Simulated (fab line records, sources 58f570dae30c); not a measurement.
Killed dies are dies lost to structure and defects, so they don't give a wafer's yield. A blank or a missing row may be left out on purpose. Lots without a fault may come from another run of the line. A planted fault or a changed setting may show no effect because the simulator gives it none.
fab line records | flow berkeley_cmos170
record lots=5 wafers=15 last_day=11
route steps=331 shown V1@259 M2@271
lots that met no fault: from a run of the same line without faults
start_h: hours from the record's first day to the start of the lot's first wafer shown | wait_h: hours since the lot's step before | " the same as in the row above | L1.1+2: a row that stands for several wafers | - no value, or no start given | * or withheld: withheld | < > ~ a bound
route shown NAME@n: a module of which the file shows steps, and the number in the route of the first | usual: mean/standard deviation of fault-free wafers | same: alike in all rows | chamber/n: place in a boat | sites: the reading at each site | _std_site: their standard deviation | _edge_site: outer sites' mean less inner sites' | radius_mm: how far each site lies from the wafer's centre | mask NAME#n: copy n | behind: the tool/chamber that last shaped the wafer | hold: why the lot was held/for how many hours/how that ended | device: the transistor (n, p or np) that didn't switch | end of line: the same wafers' tests at the end of the route | a step without rows: its recipe alone | killed: dies lost to structure and defects at the first sort, not the wafer's yield | map: a wafer's dies, x killed, . not, _ none there
set.NAME: the setting as run; set.NAME@STEP: as run at that earlier step | model.NAME: the simulator's own value behind a step, which no gauge read
lots at some steps of the route; a table a step, a row a wafer
services: from which hour (start_h, from the record's first day; less than 0 if before it) a tool's chamber was out of use, for how many hours, and why
## steps
# step UCB170_V1_CLEAN_05
# recipe chemistry=DIW
# columns lot.wafer tool chamber start_h wait_h
L077.1+2+6 wet_bench-03 2 181.47 0.1
L083.1+4+6 wet_bench-01 3 212.23 3.8
L085.2+3+5 wet_bench-01 2 212.23 4.1
L090.1+2+6 wet_bench-02 2 228.16 0.4
L097.1+2+4 wet_bench-01 3 256.08 0.1
# step UCB170_V1_HMDS_06
# recipe prime_time_s=60 prime_temp_c=100
# usual resist_line_temp_C=23.01/0.095
# same prime_time_s=60
# columns lot.wafer tool chamber start_h wait_h resist_line_temp_C
L077.1 litho_track-03 0 182.23 0.6 23.08
L077.2 " 0 " " 23.09
L077.6 " 0 " " 23.03
L083.1 litho_track-04 0 212.40 0.0 23.04
L083.4 " 0 " " 23.12
L083.6 " 0 " " 22.97
L085.2 litho_track-01 0 212.43 0.0 22.96
L085.3 " 0 " " 23.05
L085.5 " 0 " " 22.97
L090.1 litho_track-04 0 228.48 0.1 23.14
L090.2 " 0 " " 22.84
L090.6 " 0 " " 22.89
L097.1 litho_track-03 0 256.42 0.2 23.04
L097.2 " 0 " " 23.05
L097.4 " 0 " " 23.10
# step UCB170_V1_COAT_07
# recipe resist=KrF spin_rpm=1500 resist_thk_nm=900
# usual resist_line_temp_C=23.00/0.11
# columns lot.wafer tool chamber start_h wait_h resist_line_temp_C
L077.1 litho_track-03 0 182.38 0.1 22.91
L077.2 " 0 " " 22.96
L077.6 " 0 " " 23.07
L083.1 litho_track-04 0 212.55 0.1 22.82
L083.4 " 0 " " 22.77
L083.6 " 0 " " 23.19
L085.2 litho_track-01 0 212.58 0.1 23.03
L085.3 " 0 " " 23.02
L085.5 " 0 " " 22.84
L090.1 litho_track-04 0 228.63 0.1 23.15
L090.2 " 0 " " 23.03
L090.6 " 0 " " 23.06
L097.1 litho_track-03 0 256.57 0.1 22.94
L097.2 " 0 " " 22.88
L097.4 " 0 " " 23.04
# step UCB170_V1_SOFTBAKE_08
# recipe resist=KrF temp_c=130 time_s=60
# usual resist_line_temp_C=23.00/0.11
# columns lot.wafer tool chamber start_h wait_h resist_line_temp_C
L077.1 litho_track-03 0 182.53 0.1 23.12
L077.2 " 0 " " 23.00
L077.6 " 0 " " 22.91
L083.1 litho_track-04 0 212.70 0.1 23.10
L083.4 " 0 " " 22.82
L083.6 " 0 " " 22.79
L085.2 litho_track-01 0 212.73 0.1 23.11
L085.3 " 0 " " 23.17
L085.5 " 0 " " 23.07
L090.1 litho_track-04 0 228.78 0.1 23.12
L090.2 " 0 " " 23.05
L090.6 " 0 " " 22.98
L097.1 litho_track-03 0 256.72 0.1 23.12
L097.2 " 0 " " 23.12
L097.4 " 0 " " 23.18
# step UCB170_V1_EXPOSE_09
# recipe mask_id=VIA1 target_cd_nm=700 na=0.5 sigma_outer=0.6 source_shape=conventional dose_mj=37
# columns lot.wafer tool chamber start_h wait_h mask
L077.1+2+6 krf_scanner-01 0 182.80 0.2 VIA1#0
L085.2+3+5 krf_scanner-01 0 213.06 0.3 VIA1#0
L083.1+4+6 krf_scanner-02 0 213.29 0.6 VIA1#0
L090.1+2+6 krf_scanner-02 0 228.93 0.1 VIA1#0
L097.1+2+4 krf_scanner-01 0 257.13 0.4 VIA1#0
# step UCB170_V1_PEB_10
# recipe peb_temp_c=130 peb_time_s=withheld resist=KrF
# usual resist_line_temp_C=23.00/0.1
# columns lot.wafer tool chamber start_h wait_h resist_line_temp_C
L077.1 litho_track-01 0 183.23 0.4 23.08
L077.2 " 0 " " 23.13
L077.6 " 0 " " 22.95
L085.2 litho_track-03 0 213.94 0.9 23.08
L085.3 " 0 " " 22.86
L085.5 " 0 " " 22.91
L083.1 litho_track-03 0 214.19 0.9 22.92
L083.4 " 0 " " 22.98
L083.6 " 0 " " 23.14
L090.1 litho_track-03 0 229.37 0.4 22.93
L090.2 " 0 " " 22.89
L090.6 " 0 " " 22.88
L097.1 litho_track-04 0 257.32 0.2 23.21
L097.2 " 0 " " 22.96
L097.4 " 0 " " 23.09
# step UCB170_V1_DEVELOP_11
# recipe developer=TMAH develop_time_s=45 resist=KrF dev_temp_c=21
# usual resist_line_temp_C=23.00/0.13
# columns lot.wafer tool chamber start_h wait_h resist_line_temp_C
L077.1 litho_track-01 0 - - 22.91
L077.2 " 0 " " 22.90
L077.6 " 0 " " 22.80
L085.2 litho_track-03 0 - - 23.00
L085.3 " 0 " " 22.92
L085.5 " 0 " " 22.99
L083.1 litho_track-03 0 - - 23.16
L083.4 " 0 " " 23.08
L083.6 " 0 " " 22.84
L090.1 litho_track-03 0 - - 23.11
L090.2 " 0 " " 23.01
L090.6 " 0 " " 23.14
L097.1 litho_track-04 0 - - 23.18
L097.2 " 0 " " 23.30
L097.4 " 0 " " 23.13
# step UCB170_V1_CD_MEAS_12
# recipe target_cd_nm=700
# usual cd_nm=700.3/1.2
# columns lot.wafer tool chamber start_h wait_h cd_nm
L077.1 cd_sem-02 - 183.50 - 700.4
L077.2 " - " " 701.1
L077.6 " - " " 701.1
L085.2 cd_sem-02 - 214.21 - 701.5
L085.3 " - " " 701.4
L085.5 " - " " 702.2
L083.1 cd_sem-01 - 214.46 - 699.5
L083.4 " - " " 699.0
L083.6 " - " " 699.1
L090.1 cd_sem-02 - 229.65 - 700.5
L090.2 " - " " 699.7
L090.6 " - " " 701.4
L097.1 cd_sem-02 - 257.59 - 701.0
L097.2 " - " " 701.4
L097.4 " - " " 701.0
# step UCB170_V1_OVL_MEAS_13
# usual V1_OVL=3/5
# columns lot.wafer tool chamber start_h wait_h V1_OVL[nm]
L077.1 overlay-01 - 183.62 0.1 9
L077.2 " - " " 15
L077.6 " - " " 3
L085.2 overlay-01 - 214.32 0.1 5
L085.3 " - " " 11
L085.5 " - " " 7
L083.1 overlay-02 - 214.58 0.1 2
L083.4 " - " " 8
L083.6 " - " " 5
L090.1 overlay-02 - 229.77 0.1 8
L090.2 " - " " 3
L090.6 " - " " 9
L097.1 overlay-01 - 257.71 0.1 3
L097.2 " - " " -2
L097.4 " - " " -3
# step UCB170_V1_ETCH_14
# recipe chemistry=CHF3/CF4/Ar target=SiO2 stop_on=Al CHF3_flow_sccm=45 cf4_flow_sccm=15 Ar_flow_sccm=150 pressure_mtorr=200 rf_w=700 target_depth_a=12500 over_etch_frac=0.25 time_s=291
# usual chamber_pressure_mTorr=199.99/0.2 drypump_motor_current_A=5.8/0.49 oes_product_au=0.873/0.0088 throttle_valve_pct=6.91/0.14
# columns lot.wafer tool chamber start_h wait_h chamber_pressure_mTorr drypump_motor_current_A oes_product_au rf_hours_counter_h throttle_valve_pct
L077.1 rie_diel-04 2 183.66 0.0 199.99 6.0 0.873 15 6.76
L077.2 " 0 " " 199.98 5.4 0.878 54 7.06
L077.6 " 3 " " 199.78 5.2 0.885 - 6.86
L085.2 rie_diel-01 0 214.35 0.0 199.75 5.4 0.882 107 6.86
L085.3 " 3 " " 200.07 4.7 0.885 129 7.06
L085.5 " 0 " " 199.85 5.4 0.895 - 6.87
L083.1 rie_diel-03 3 214.62 0.0 200.10 6.1 0.868 117 6.96
L083.4 " 1 " " 200.08 6.0 0.862 63 6.86
L083.6 " 1 " " 199.62 6.0 0.872 - 6.88
L090.1 rie_diel-03 0 229.80 0.0 199.98 6.3 0.875 23 6.76
L090.2 " 1 " " 199.72 6.0 0.872 64 6.85
L090.6 " 2 " " 199.77 6.2 0.859 - 7.13
L097.1 rie_diel-04 3 257.75 0.0 200.10 5.3 0.883 26 6.85
L097.2 " 2 " " 200.02 6.0 0.867 20 6.75
L097.4 " 0 " " 200.22 5.4 0.859 58 7.06
# step UCB170_V1_STRIP_15
# recipe chemistry=O2 power_w=400 pressure_mtorr=3500 platen_temp_c=withheld o2_flow_sccm=400 overash_fraction=0.5
# usual chamber_pressure_mTorr=3500/3.3 drypump_motor_current_A=5.7/0.34 o2_flow_sccm=400.2/1.1 oes_product_au=0.722/0.0046 strip_time_to_endpoint_s=15.32/0.12
# columns lot.wafer tool chamber start_h wait_h chamber_pressure_mTorr drypump_motor_current_A o2_flow_sccm oes_product_au rf_hours_counter_h strip_time_to_endpoint_s
L077.1 plasma_asher-02 1 183.84 0.1 3502 5.2 399.3 0.719 48 15.41
L077.2 " 0 " " 3505 5.3 401.8 0.719 48 15.18
L077.6 " 0 " " 3502 5.3 401.2 0.714 - 15.37
L085.2 plasma_asher-04 0 214.52 0.1 3501 6.1 402.0 0.727 53 15.34
L085.3 " 0 " " 3496 6.1 401.4 0.719 - 15.42
L085.5 " 0 " " 3503 6.0 401.1 0.715 - 15.28
L083.1 plasma_asher-02 1 214.80 0.1 3497 5.2 400.8 0.728 51 15.06
L083.4 " 0 " " 3498 5.3 400.1 0.721 - 15.26
L083.6 " 1 " " 3506 5.2 401.9 0.720 - 15.30
L090.1 plasma_asher-04 0 229.98 0.1 3502 6.0 400.1 0.723 55 15.43
L090.2 " 1 " " 3500 5.9 399.3 0.718 55 15.28
L090.6 " 0 " " 3495 6.0 399.4 0.722 - 15.37
L097.1 plasma_asher-03 1 257.93 0.1 3503 5.7 399.4 0.718 49 15.47
L097.2 " 0 " " 3499 6.2 400.7 0.727 49 15.62
L097.4 " 1 " " 3506 5.7 401.1 0.723 - 15.32
# step UCB170_V1_CD_MEAS_90
# recipe target_cd_nm=700
# usual cd_nm=700.4/1.4
# columns lot.wafer tool chamber start_h wait_h cd_nm
L077.1 cd_sem-01 - 183.99 0.1 699.9
L077.2 " - " " 701.1
L077.6 " - " " 700.8
L085.2 cd_sem-02 - 214.64 0.1 701.7
L085.3 " - " " 700.9
L085.5 " - " " 702.0
L083.1 cd_sem-01 - 214.90 0.1 699.4
L083.4 " - " " 699.6
L083.6 " - " " 699.4
L090.1 cd_sem-02 - 230.08 0.1 700.5
L090.2 " - " " 699.8
L090.6 " - " " 701.4
L097.1 cd_sem-02 - 258.03 0.1 701.3
L097.2 " - " " 702.1
L097.4 " - " " 701.1
# step UCB170_M2_PRE_CLEAN_00
# recipe gas=Ar preclean_etch_time_s=60
# columns lot.wafer tool chamber start_h wait_h
L077.1+2+6 pvd_sputter-02 - 184.11 0.1
L085.2+3+5 pvd_sputter-04 - 214.74 0.1
L083.1+4+6 pvd_sputter-02 - 215.02 0.1
L090.1+2+6 pvd_sputter-02 - 230.20 0.1
L097.1+2+4 pvd_sputter-02 - 258.15 0.1
# step UCB170_M2_SPUTTER_01
# recipe material=Al target_thk_nm=900 time_s=120 power_w=6000 chamber_pressure_pa=0.5
# usual throttle_valve_pct=30.3/0.84
# columns lot.wafer tool chamber start_h wait_h throttle_valve_pct
L077.1 pvd_sputter-02 - 184.18 0.0 30.4
L077.2 " - " " 30.8
L077.6 " - " " 30.8
L085.2 pvd_sputter-04 - 214.81 0.0 30.3
L085.3 " - " " 31.2
L085.5 " - " " 28.3
L083.1 pvd_sputter-02 - 215.09 0.0 30.3
L083.4 " - " " 30.9
L083.6 " - " " 30.3
L090.1 pvd_sputter-02 - 230.27 0.0 30.4
L090.2 " - " " 31.4
L090.6 " - " " 30.2
L097.1 pvd_sputter-02 - 258.21 0.0 31.5
L097.2 " - " " 30.9
L097.4 " - " " 30.3
# step UCB170_M2_RS_MEAS_02
# recipe thk_meas_gauge=four-point-probe reads=Al_of_M2_SPUTTER_01
# usual M2_AL_RS=0.0321/0.00031
# columns lot.wafer tool chamber start_h wait_h M2_AL_RS[ohm/sq]
L077.1 film_metro-01 - 184.26 0.0 0.0324
L077.2 " - " " 0.0321
L077.6 " - " " 0.0321
L085.2 film_metro-02 - 214.91 0.1 0.0321
L085.3 " - " " 0.0321
L085.5 " - " " 0.0324
L083.1 film_metro-02 - 215.17 0.0 0.0326
L083.4 " - " " 0.0323
L083.6 " - " " 0.0327
L090.1 film_metro-03 - 230.35 0.0 0.0325
L090.2 " - " " 0.0322
L090.6 " - " " 0.0324
L097.1 film_metro-01 - 258.30 0.0 0.0320
L097.2 " - " " 0.0321
L097.4 " - " " 0.0324
# step UCB170_M2_THK_MEAS_03
# recipe thk_meas_gauge=xrf reads=Al_of_M2_SPUTTER_01
# usual M2_AL_THK=909/9.7
# columns lot.wafer tool chamber start_h wait_h M2_AL_THK[nm]
L077.1 film_metro-01 - 184.38 0.1 896
L077.2 " - " " 901
L077.6 " - " " 902
L085.2 film_metro-02 - 215.02 0.1 910
L085.3 " - " " 908
L085.5 " - " " 900
L083.1 film_metro-02 - 215.29 0.1 894
L083.4 " - " " 904
L083.6 " - " " 893
L090.1 film_metro-03 - 230.47 0.1 902
L090.2 " - " " 913
L090.6 " - " " 903
L097.1 film_metro-01 - 258.42 0.1 900
L097.2 " - " " 902
L097.4 " - " " 896
# step UCB170_M2_HMDS_04
# recipe prime_time_s=60 prime_temp_c=100
# usual resist_line_temp_C=23.02/0.1
# same prime_time_s=60
# columns lot.wafer tool chamber start_h wait_h resist_line_temp_C
L077.1 litho_track-02 0 184.74 0.4 23.01
L077.2 " 0 " " 22.94
L077.6 " 0 " " 23.04
L085.2 litho_track-03 0 215.31 0.3 23.08
L085.3 " 0 " " 23.02
L085.5 " 0 " " 22.99
L083.1 litho_track-02 0 215.38 0.1 23.20
L083.4 " 0 " " 23.10
L083.6 " 0 " " 23.06
L090.1 litho_track-03 0 230.53 0.1 23.15
L090.2 " 0 " " 23.06
L090.6 " 0 " " 22.96
L097.1 litho_track-04 0 258.93 0.5 22.97
L097.2 " 0 " " 23.06
L097.4 " 0 " " 23.00
# step UCB170_M2_COAT_05
# recipe resist=KrF spin_rpm=1500 resist_thk_nm=900
# usual resist_line_temp_C=23.00/0.091
# columns lot.wafer tool chamber start_h wait_h resist_line_temp_C
L077.1 litho_track-02 0 184.89 0.1 23.03
L077.2 " 0 " " 22.93
L077.6 " 0 " " 22.89
L085.2 litho_track-03 0 215.46 0.1 23.00
L085.3 " 0 " " 22.92
L085.5 " 0 " " 23.04
L083.1 litho_track-02 0 215.53 0.1 22.93
L083.4 " 0 " " 23.10
L083.6 " 0 " " 22.89
L090.1 litho_track-03 0 230.68 0.1 23.08
L090.2 " 0 " " 22.99
L090.6 " 0 " " 23.06
L097.1 litho_track-04 0 259.08 0.1 22.99
L097.2 " 0 " " 23.01
L097.4 " 0 " " 23.12
# step UCB170_M2_SOFTBAKE_06
# recipe resist=KrF temp_c=130 time_s=60
# usual resist_line_temp_C=23.02/0.11
# columns lot.wafer tool chamber start_h wait_h resist_line_temp_C
L077.1 litho_track-02 0 185.04 0.1 23.00
L077.2 " 0 " " 22.90
L077.6 " 0 " " 23.00
L085.2 litho_track-03 0 215.61 0.1 23.07
L085.3 " 0 " " 22.96
L085.5 " 0 " " 22.84
L083.1 litho_track-02 0 215.68 0.1 22.98
L083.4 " 0 " " 23.14
L083.6 " 0 " " 23.18
L090.1 litho_track-03 0 230.83 0.1 22.95
L090.2 " 0 " " 23.14
L090.6 " 0 " " 23.10
L097.1 litho_track-04 0 259.23 0.1 22.95
L097.2 " 0 " " 22.99
L097.4 " 0 " " 22.89
# step UCB170_M2_STRIP_07
# recipe chemistry=O2 power_w=400 pressure_mtorr=3500 platen_temp_c=withheld o2_flow_sccm=400 overash_fraction=0.5
# usual chamber_pressure_mTorr=3500/3.4 drypump_motor_current_A=5.67/0.3 o2_flow_sccm=399.9/1.2 oes_product_au=0.734/0.0043 strip_time_to_endpoint_s=21.96/0.065
# columns lot.wafer tool chamber start_h wait_h chamber_pressure_mTorr drypump_motor_current_A o2_flow_sccm oes_product_au rf_hours_counter_h strip_time_to_endpoint_s
L077.1 plasma_asher-02 0 185.19 0.1 3500 5.25 401.4 0.730 48 21.94
L077.2 " 1 " " 3503 5.25 399.7 0.734 48 21.95
L077.6 " 1 " " 3503 5.24 400.3 0.731 - 21.94
L085.2 plasma_asher-02 1 215.74 0.1 3505 5.25 400.7 0.739 51 22.04
L085.3 " 1 " " 3498 5.25 400.0 0.738 - 21.93
L085.5 " 0 " " 3506 5.27 400.4 0.735 - 21.93
L083.1 plasma_asher-01 1 215.83 0.1 3497 5.57 400.8 0.736 11 22.04
L083.4 " 0 " " 3497 5.86 398.9 0.741 - 21.96
L083.6 " 0 " " 3498 5.89 399.3 0.736 - 22.07
L090.1 plasma_asher-04 1 230.98 0.1 3500 5.86 400.6 0.742 55 21.89
L090.2 " 0 " " 3500 6.06 399.6 0.737 55 21.94
L090.6 " 0 " " 3497 6.03 399.9 0.736 - 21.96
L097.1 plasma_asher-01 1 259.38 0.1 3500 5.56 399.2 0.738 16 21.98
L097.2 " 0 " " 3500 5.89 397.4 0.736 16 21.97
L097.4 " 1 " " 3504 5.56 397.3 0.726 - 22.01
# step UCB170_M2_STRIP_08
# recipe chemistry=DMSO temp_c=80 time_s=600 material=KrF
# columns lot.wafer tool chamber start_h wait_h
L077.1+2+6 wet_bench-03 3 186.53 1.3
L085.2+3+5 wet_bench-01 3 215.84 0.1
L083.1+4+6 wet_bench-04 0 215.93 0.1
L090.1+2+6 wet_bench-04 0 231.88 0.9
L097.1+2+4 wet_bench-04 0 259.48 0.1
# step UCB170_M2_COAT_09
# recipe resist=BARC temp_c=withheld time_s=withheld spin_rpm=3000 resist_thk_nm=withheld
# usual resist_line_temp_C=*
# columns lot.wafer tool chamber start_h wait_h resist_line_temp_C
L077.1 litho_track-04 0 187.21 0.5 *
L077.2 " 0 " " *
L077.6 " 0 " " *
L083.1 litho_track-04 0 216.65 0.5 *
L083.4 " 0 " " *
L083.6 " 0 " " *
L085.2 litho_track-03 0 216.66 0.7 *
L085.3 " 0 " " *
L085.5 " 0 " " *
L090.1 litho_track-03 0 232.12 0.1 *
L090.2 " 0 " " *
L090.6 " 0 " " *
L097.1 litho_track-04 0 259.65 0.0 *
L097.2 " 0 " " *
L097.4 " 0 " " *
# step UCB170_M2_COAT_10
# recipe resist=KrF spin_rpm=1500 resist_thk_nm=900
# usual resist_line_temp_C=23.01/0.11
# columns lot.wafer tool chamber start_h wait_h resist_line_temp_C
L077.1 litho_track-04 0 - - 22.99
L077.2 " 0 " " 22.84
L077.6 " 0 " " 22.88
L083.1 litho_track-04 0 - - 22.92
L083.4 " 0 " " 23.01
L083.6 " 0 " " 23.00
L085.2 litho_track-03 0 - - 23.08
L085.3 " 0 " " 23.06
L085.5 " 0 " " 23.21
L090.1 litho_track-03 0 - - 23.08
L090.2 " 0 " " 23.09
L090.6 " 0 " " 23.12
L097.1 litho_track-04 0 - - 23.06
L097.2 " 0 " " 23.00
L097.4 " 0 " " 23.04
# step UCB170_M2_SOFTBAKE_11
# recipe resist=KrF temp_c=130 time_s=60
# usual resist_line_temp_C=22.99/0.097
# columns lot.wafer tool chamber start_h wait_h resist_line_temp_C
L077.1 litho_track-04 0 - - 23.04
L077.2 " 0 " " 22.93
L077.6 " 0 " " 22.95
L083.1 litho_track-04 0 - - 22.95
L083.4 " 0 " " 22.92
L083.6 " 0 " " 22.97
L085.2 litho_track-03 0 - - 23.01
L085.3 " 0 " " 22.99
L085.5 " 0 " " 22.92
L090.1 litho_track-03 0 - - 22.92
L090.2 " 0 " " 22.99
L090.6 " 0 " " 22.91
L097.1 litho_track-04 0 - - 23.17
L097.2 " 0 " " 23.12
L097.4 " 0 " " 23.19
# step UCB170_M2_EXPOSE_12
# recipe mask_id=METAL2 target_cd_nm=700 na=0.5 sigma_outer=0.6 source_shape=conventional dose_mj=26
# columns lot.wafer tool chamber start_h wait_h mask
L077.1+2+6 krf_scanner-02 0 187.82 - METAL2#0
L085.2+3+5 krf_scanner-02 0 217.23 - METAL2#0
L083.1+4+6 krf_scanner-02 0 217.33 - METAL2#0
L090.1+2+6 krf_scanner-02 0 232.70 - METAL2#0
L097.1+2+4 krf_scanner-01 0 260.10 - METAL2#0
# step UCB170_M2_PEB_13
# recipe peb_temp_c=130 peb_time_s=withheld resist=KrF
# usual resist_line_temp_C=22.99/0.11
# columns lot.wafer tool chamber start_h wait_h resist_line_temp_C
L077.1 litho_track-02 0 187.93 0.1 22.87
L077.2 " 0 " " 22.92
L077.6 " 0 " " 22.88
L085.2 litho_track-02 0 217.48 0.2 22.94
L085.3 " 0 " " 23.00
L085.5 " 0 " " 22.99
L083.1 litho_track-03 0 217.54 0.2 22.82
L083.4 " 0 " " 22.78
L083.6 " 0 " " 22.72
L090.1 litho_track-04 0 233.50 0.8 23.09
L090.2 " 0 " " 23.21
L090.6 " 0 " " 23.19
L097.1 litho_track-02 0 260.22 0.1 22.98
L097.2 " 0 " " 23.14
L097.4 " 0 " " 23.07
# step UCB170_M2_DEVELOP_14
# recipe developer=TMAH develop_time_s=45 resist=KrF dev_temp_c=21
# usual resist_line_temp_C=23.02/0.11
# columns lot.wafer tool chamber start_h wait_h resist_line_temp_C
L077.1 litho_track-02 0 - - 23.16
L077.2 " 0 " " 23.05
L077.6 " 0 " " 22.96
L085.2 litho_track-02 0 - - 23.09
L085.3 " 0 " " 23.02
L085.5 " 0 " " 23.08
L083.1 litho_track-03 0 - - 23.08
L083.4 " 0 " " 23.05
L083.6 " 0 " " 22.99
L090.1 litho_track-04 0 - - 23.20
L090.2 " 0 " " 23.06
L090.6 " 0 " " 23.05
L097.1 litho_track-02 0 - - 23.02
L097.2 " 0 " " 22.83
L097.4 " 0 " " 22.89
# step UCB170_M2_CD_MEAS_15
# recipe target_cd_nm=700
# usual cd_nm=700.1/1.3
# columns lot.wafer tool chamber start_h wait_h cd_nm
L077.1 cd_sem-02 - 188.21 - 700.7
L077.2 " - " " 700.2
L077.6 " - " " 700.8
L085.2 cd_sem-01 - 217.75 - 701.0
L085.3 " - " " 700.7
L085.5 " - " " 700.9
L083.1 cd_sem-02 - 217.81 - 700.8
L083.4 " - " " 701.2
L083.6 " - " " 699.4
L090.1 cd_sem-01 - 233.77 - 699.1
L090.2 " - " " 700.5
L090.6 " - " " 699.6
L097.1 cd_sem-01 - 260.50 - 699.3
L097.2 " - " " 699.3
L097.4 " - " " 699.6
# step UCB170_M2_OVL_MEAS_16
# usual M2_OVL=-1/4.6
# columns lot.wafer tool chamber start_h wait_h M2_OVL[nm]
L077.1 overlay-01 - 188.33 0.1 2
L077.2 " - " " -3
L077.6 " - " " -4
L085.2 overlay-01 - 217.85 0.1 7
L085.3 " - " " 3
L085.5 " - " " 0
L083.1 overlay-02 - 217.93 0.1 0
L083.4 " - " " -1
L083.6 " - " " 11
L090.1 overlay-01 - 233.89 0.1 1
L090.2 " - " " -3
L090.6 " - " " 3
L097.1 overlay-02 - 260.62 0.1 0
L097.2 " - " " -1
L097.4 " - " " 1
# step UCB170_M2_ETCH_17
# recipe chemistry=N2/H2 target_depth_a=withheld overetch_a=withheld target=BARC time_s=withheld source_w=500 bias_w=100 pressure_mtorr=30 n2_flow_sccm=100 h2_flow_sccm=200
# usual chamber_pressure_mTorr=30.000/0.026 drypump_motor_current_A=5.9/0.59 n2_flow_sccm=99.98/0.29 oes_product_au=0.993/0.014 throttle_valve_pct=13.25/0.17
# columns lot.wafer tool chamber start_h wait_h chamber_pressure_mTorr drypump_motor_current_A n2_flow_sccm oes_product_au throttle_valve_pct
L077.1 rie_diel-01 2 188.37 0.0 30.038 6.6 99.63 0.983 12.98
L077.2 " 0 " " 29.923 5.5 100.42 1.011 13.10
L077.6 " 0 " " 29.993 5.4 99.99 0.990 13.10
L085.2 rie_diel-03 3 217.88 0.0 29.977 6.1 100.33 0.995 13.33
L085.3 " 1 " " 30.010 6.1 100.47 0.995 13.32
L085.5 " 0 " " 30.036 6.3 100.34 0.977 13.11
L083.1 rie_diel-02 1 217.97 0.0 29.961 5.2 100.51 1.013 12.98
L083.4 " 0 " " 30.012 5.9 100.53 1.009 13.48
L083.6 " 3 " " 30.040 4.9 100.25 0.998 13.23
L090.1 rie_diel-02 0 233.93 0.0 29.990 5.9 100.19 1.010 13.50
L090.2 " 1 " " 29.994 5.3 99.75 1.009 12.98
L090.6 " 1 " " 30.070 5.3 99.60 1.010 12.99
L097.1 rie_diel-02 2 260.65 0.0 30.006 6.7 100.42 0.981 13.28
L097.2 " 3 " " 29.972 4.9 100.26 1.000 13.24
L097.4 " 1 " " 29.989 5.2 99.96 0.993 12.97
# step UCB170_M2_METAL_ETCH_18
# recipe chemistry=Cl2/BCl3 target=Al stop_on=SiO2 pressure_mtorr=12 target_depth_a=11700 over_etch_frac=0.3 time_s=195 icp_w=600 bias_w=120 Cl2_flow_sccm=90 bcl3_flow_sccm=45
# usual chamber_pressure_mTorr=12.000/0.011 drypump_motor_current_A=5.8/0.55 mfc_cl2_sccm=89.95/0.24 oes_product_au=0.856/0.014 throttle_valve_pct=24.34/0.21
# columns lot.wafer tool chamber start_h wait_h chamber_pressure_mTorr drypump_motor_current_A mfc_cl2_sccm oes_product_au rf_hours_counter_h throttle_valve_pct
L077.1 rie_metal-03 0 188.41 - 12.017 6.4 89.47 0.867 9.0 24.62
L077.2 " 1 " " 11.994 5.9 89.90 0.870 5.9 24.26
L077.6 " 0 " " 12.004 6.4 89.55 0.874 - 24.61
L085.2 rie_metal-03 0 217.93 - 12.009 6.4 89.75 0.868 9.8 24.59
L085.3 " 1 " " 11.968 5.9 90.37 0.866 - 24.26
L085.5 " 1 " " 11.993 5.9 90.01 0.855 - 24.25
L083.1 rie_metal-01 1 218.01 - 11.993 6.3 90.13 0.848 10.3 24.02
L083.4 " 1 " " 12.007 6.3 89.99 0.854 - 24.01
L083.6 " 0 " " 11.982 5.1 90.10 0.837 - 24.41
L090.1 rie_metal-03 1 233.97 - 12.007 5.9 89.78 0.858 7.2 24.25
L090.2 " 0 " " 11.999 6.4 89.96 0.875 10.2 24.60
L090.6 " 1 " " 12.007 5.9 89.79 0.869 - 24.25
L097.1 rie_metal-01 0 260.69 - 12.010 5.1 90.17 0.853 5.4 24.40
L097.2 " 1 " " 12.010 6.3 90.18 0.846 10.8 24.01
L097.4 " 1 " " 12.007 6.3 90.29 0.845 - 23.99
# step UCB170_M2_STRIP_19
# recipe chemistry=O2 power_w=400 pressure_mtorr=3500 platen_temp_c=withheld o2_flow_sccm=400 overash_fraction=0.5
# usual chamber_pressure_mTorr=3500/3 drypump_motor_current_A=5.7/0.3 o2_flow_sccm=400.1/1.1 oes_product_au=0.553/0.022
# columns lot.wafer tool chamber start_h wait_h chamber_pressure_mTorr drypump_motor_current_A o2_flow_sccm oes_product_au rf_hours_counter_h
L077.1 plasma_asher-01 1 188.59 0.1 3501 5.6 397.4 0.546 7
L077.2 " 0 " " 3500 5.9 398.4 0.531 7
L077.6 " 0 " " 3503 5.9 398.5 0.552 -
L085.2 plasma_asher-04 1 218.11 0.1 3505 5.9 400.3 0.551 54
L085.3 " 1 " " 3503 5.9 400.3 0.510 -
L085.5 " 1 " " 3503 5.8 398.5 0.521 -
L083.1 plasma_asher-02 0 218.20 0.1 3495 5.3 400.8 0.578 52
L083.4 " 1 " " 3502 5.3 399.1 0.582 -
L083.6 " 0 " " 3500 5.3 400.3 0.575 -
L090.1 plasma_asher-02 0 234.16 0.1 3499 5.3 398.1 0.531 54
L090.2 " 1 " " 3498 5.3 402.7 0.552 54
L090.6 " 1 " " 3498 5.3 400.7 0.530 -
L097.1 plasma_asher-04 0 260.88 0.1 3498 6.0 400.0 0.590 59
L097.2 " 1 " " 3497 5.8 400.8 0.585 59
L097.4 " 1 " " 3497 5.8 399.4 0.586 -
# step UCB170_M2_CD_MEAS_90
# recipe target_cd_nm=700
# usual cd_nm=701/3
# columns lot.wafer tool chamber start_h wait_h cd_nm
L077.1 cd_sem-02 - 188.69 0.1 703
L077.2 " - " " 702
L077.6 " - " " 702
L085.2 cd_sem-02 - 218.23 0.1 701
L085.3 " - " " 704
L085.5 " - " " 705
L083.1 cd_sem-01 - 218.30 0.1 703
L083.4 " - " " 704
L083.6 " - " " 703
L090.1 cd_sem-02 - 234.26 0.1 701
L090.2 " - " " 700
L090.6 " - " " 700
L097.1 cd_sem-02 - 260.98 0.1 705
L097.2 " - " " 707
L097.4 " - " " 704
## services
# columns tool chamber start_h hours kind
rie_metal-03 - 157.69 0.4 repair
rie_diel-01 3 158.93 10.0 repair
pvd_sputter-04 - 178.49 1.6 repair
krf_scanner-01 - 178.82 1.3 pm
rie_metal-01 - 182.97 0.6 repair
pvd_sputter-04 - 186.58 9.5 repair
litho_track-02 - 189.93 - consumable_replace:filter
plasma_asher-03 - 190.59 2.2 repair
krf_scanner-02 - 195.30 1.0 pm
krf_scanner-01 - 197.22 2.2 repair
krf_scanner-01 - 199.44 0.8 pm
rie_diel-02 1 200.14 - clean
rie_diel-02 1 200.14 17.0 scheduled_down
rie_diel-02 1 200.14 17.0 vent_cycle
plasma_asher-01 - 201.72 0.8 repair
krf_scanner-02 - 207.50 0.2 repair
rie_diel-02 - 207.74 0.3 repair
plasma_asher-04 - 208.72 2.0 repair
plasma_asher-03 - 216.96 1.2 repair
krf_scanner-02 - 222.53 1.3 pm
krf_scanner-01 0 227.34 - calibration
krf_scanner-01 - 228.88 4.0 pm
rie_metal-01 1 235.50 18.8 repair
## key
fault none
